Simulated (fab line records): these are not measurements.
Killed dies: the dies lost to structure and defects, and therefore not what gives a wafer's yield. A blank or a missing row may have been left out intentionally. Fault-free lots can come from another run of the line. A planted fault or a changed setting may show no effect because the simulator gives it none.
Split-lot experiment	flow berkeley_cmos170	route with 331 steps; 5 lots, 23 wafers read

THE SPLIT ITSELF
At UCB170_SILICIDE_SPUTTER_01 (material Ti, target thk 30 nm, time 25 s), the setting power_w was moved away from the recipe's 1500 W on 5 of the 23 wafers read, by +7.0% to +10.7%. All remaining wafers had this setting at the recipe value.

FROM THE SPLIT ON TO THE READING: in between, the file shows 1 step
- UCB170_SILICIDE_RS_MEAS_02: measures by four-point-probe

THE READING
SILICIDE_TI_THK, in nm, at UCB170_SILICIDE_THK_MEAS_03 (measures by xrf). On this fab line, fault-free wafers typically give 29.8 nm with a standard deviation of 0.41 nm.

wafer	tool, chamber at the split	power_w as run, W	against the recipe	SILICIDE_TI_THK, nm	against lot-mates on the recipe
L074.1	pvd_sputter-01, -	1500	recipe	30.1	-
L074.2	pvd_sputter-01, -	1500	recipe	29.1	-
L074.5	pvd_sputter-01, -	1500	recipe	29.5	-
L078.1	pvd_sputter-02, -	1500	recipe	29.8	-
L078.3	pvd_sputter-02, -	1500	recipe	29.7	-
L078.4	pvd_sputter-02, -	1661	+10.7%	33.0	+3.2
L078.5	pvd_sputter-02, -	1661	+10.7%	33.0	+3.2
L078.6	pvd_sputter-02, -	1661	+10.7%	33.1	+3.4
L080.2	pvd_sputter-02, -	1500	recipe	29.0	-
L080.3	pvd_sputter-02, -	1500	recipe	29.9	-
L080.4	pvd_sputter-02, -	1500	recipe	30.1	-
L080.5	pvd_sputter-02, -	1500	recipe	28.9	-
L080.6	pvd_sputter-02, -	1500	recipe	29.8	-
L081.1	pvd_sputter-03, -	1500	recipe	29.8	-
L081.2	pvd_sputter-03, -	1500	recipe	29.4	-
L081.3	pvd_sputter-03, -	1500	recipe	30.1	-
L081.5	pvd_sputter-03, -	1500	recipe	30.1	-
L081.6	pvd_sputter-03, -	1500	recipe	29.7	-
L084.2	pvd_sputter-02, -	1605	+7.0%	31.2	+1.0
L084.3	pvd_sputter-02, -	1605	+7.0%	32.3	+2.1
L084.4	pvd_sputter-02, -	1500	recipe	30.1	-
L084.5	pvd_sputter-02, -	1500	recipe	30.2	-
L084.6	pvd_sputter-02, -	1500	recipe	30.2	-

FIT RESULTS
A straight line over all 23 wafers: SILICIDE_TI_THK changes by +0.302 nm for each +1% of power_w; r = +0.95; the points scatter about the line by 0.41 nm.
The same after taking each lot's own level away (the mean of its wafers on the recipe; 23 wafers): +0.29 nm for each +1%; r = +0.95; scatter 0.39 nm.
That fit puts the effect of the largest move of power_w on the reading at 3.1 nm.
The span of the lots' own levels, 29.54 to 30.17 nm, comes to 1.5 times the standard deviation stated above.
Hence the lot-to-lot level has little effect on the slope; both slopes agree.
Check: with one of the wafers moved furthest among these (+10.7%) left out of the fit, the line predicts +3.04 nm for it against its lot-mates. Against them it came out at +3.25 nm.

FURTHER SPLITS ON THESE WAFERS
These wafers also went through other splits before the reading. Each is held against what the fit with the lots' levels taken away leaves over:
other split on the same wafers	wafers away from the commonest value	r with SILICIDE_TI_THK (lot level and that fit taken away)
UCB170_PSD_IMPLANT_08 dose_cm2	5	-0.35
UCB170_NSD_STRIP_09 power_w	5	-0.02
UCB170_BACKSIDE_COAT_01 spin_rpm	11	-0.18

THE WHOLE CHAIN: every reading that the file lists as answering this split, in the file's order
step	what it does	reading	change (the file's fit)	r (the file's)
UCB170_SILICIDE_SPUTTER_01	material Ti, target thk 30 nm, time 25 s	Ti_of_SILICIDE_SPUTTER_01.thk_nm (the simulator's own value, which no gauge read)	+0.284 nm for each +1% of the setting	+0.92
UCB170_SILICIDE_RS_MEAS_02	measures by four-point-probe	SILICIDE_TI_RS	-0.258 for each +1% of the setting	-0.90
UCB170_SILICIDE_THK_MEAS_03	measures by xrf	SILICIDE_TI_THK	+0.286 for each +1% of the setting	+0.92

THE FILE'S OWN FIT
SILICIDE_TI_THK changes by +0.286 nm for each +1% of power_w, r = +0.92.
